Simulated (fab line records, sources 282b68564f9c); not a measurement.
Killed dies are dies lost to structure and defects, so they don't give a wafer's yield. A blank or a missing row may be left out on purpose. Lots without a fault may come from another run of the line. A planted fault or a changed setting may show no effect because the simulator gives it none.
Chamber matching | flow rit_cmos | RIT_FOX2_WET_ETCH_03 on wet_bench-04: 3 sister chambers
The step etches Si3N4 in H3PO4, target depth 195 nm, time 2700 s. 3 wafers are shown with their chamber, then 4 later ones without.

WAFERS WITH THEIR CHAMBER
wafer  | chamber | run_length_s (s)
L241.5 | 0       | 2733
L244.6 | 2       | 2727
L257.3 | 1       | 2731

WAFERS WITHOUT THEIR CHAMBER
wafer  | run_length_s (s)
L257.4 | 2731
L258.1 | 2732
L258.5 | 2732
L258.6 | 2732

WHICH CHAMBER EACH WENT THROUGH
wafer  | from the rows above     | in truth
L257.4 | 1                       | 1
L258.1 | can't be placed: 0 or 1 | 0
L258.5 | can't be placed: 0 or 1 | 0
L258.6 | can't be placed: 0 or 1 | 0
Placed correctly: 1 of 4. Can't be placed from these rows: 3 (the true chamber is among the candidates in 3). Placed wrongly: 0.
How it was worked out, from the rows above alone: a wafer's distance from a chamber is the root of the sum, over the readings, of the square of ((its reading less the chamber's mean) divided by the reading's scatter). The wafer belongs to the nearest chamber; if the next one is less than 2 further off, it can't be placed. A chamber's mean is the mean of its shown wafers. The scatter: with one shown wafer a chamber, the root of the mean of the squares of how far each hidden wafer lies from its nearest shown one.
